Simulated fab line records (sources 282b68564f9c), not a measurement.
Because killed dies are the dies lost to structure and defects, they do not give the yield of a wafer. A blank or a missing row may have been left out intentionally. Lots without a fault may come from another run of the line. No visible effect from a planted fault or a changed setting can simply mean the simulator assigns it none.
Which tool did it? :: flow rit cmos :: 7 lots, 21 wafers sampled, at 2 steps of a route of 202

WHAT THE GAUGES READ, wafer by wafer
RIT_GATE_THK_MEAS_07.
lot: L742
measured: day 3 01:04
on: film metro-02
GATE_OXIDE_THK (nm): 2.99 3.00 2.94

lot: L749
measured: day 4 10:50
on: film metro-02
GATE_OXIDE_THK (nm): 2.98 3.00 3.06

lot: L752
measured: day 5 01:53
on: film metro-04
GATE_OXIDE_THK (nm): 2.93 2.98 3.00

lot: L754
measured: day 5 07:23
on: film metro-01
GATE_OXIDE_THK (nm): 3.08 3.11 3.11

lot: L758
measured: day 6 07:26
on: film metro-01
GATE_OXIDE_THK (nm): 3.07 3.09 3.08

lot: L761
measured: day 6 21:17
on: film metro-02
GATE_OXIDE_THK (nm): 3.12 3.17 3.13

lot: L763
measured: day 7 07:06
on: film metro-04
GATE_OXIDE_THK (nm): 3.03 3.05 3.08

EACH LOT AND THE TOOL THAT RAN IT (in order: tool; ch and the chambers of the sampled wafers; start)
lot: L742
RIT_GATE_OXIDATION_05: furnace-01 ch 0, day 2 23:44

lot: L749
RIT_GATE_OXIDATION_05: furnace-03 ch 0, day 4 09:31

lot: L752
RIT_GATE_OXIDATION_05: furnace-01 ch 0, day 4 22:36

lot: L754
RIT_GATE_OXIDATION_05: furnace-01 ch 0, day 5 06:03

lot: L758
RIT_GATE_OXIDATION_05: furnace-03 ch 0, day 6 05:14

lot: L761
RIT_GATE_OXIDATION_05: furnace-03 ch 0, day 6 19:33

lot: L763
RIT_GATE_OXIDATION_05: furnace-04 ch 0, day 7 04:28
- RIT_GATE_OXIDATION_05: target thk 3 nm, ox time 270 s.

THE ANSWER, worked out from the rows above alone
Rule: the usual values come from the lots themselves. Put in order of their means at a reading, lots are off if they are a third of the lots or fewer, leave a main group of 4 or more, and stand apart from it by a gap of 3 or more times the standard deviation of the main group's means; of several such gaps the widest counts. The tables above print the reading to a certain number of digits; a main group whose means all agree to those digits is not used. Also off: a lot with no number at a reading for which 4 or more lots have one. The other lots that the step has rows for count as sound.
Across all readings shown, no lot is off: no conclusion can be drawn from this.

WHAT HAD BEEN PUT IN BY THE SIMULATOR
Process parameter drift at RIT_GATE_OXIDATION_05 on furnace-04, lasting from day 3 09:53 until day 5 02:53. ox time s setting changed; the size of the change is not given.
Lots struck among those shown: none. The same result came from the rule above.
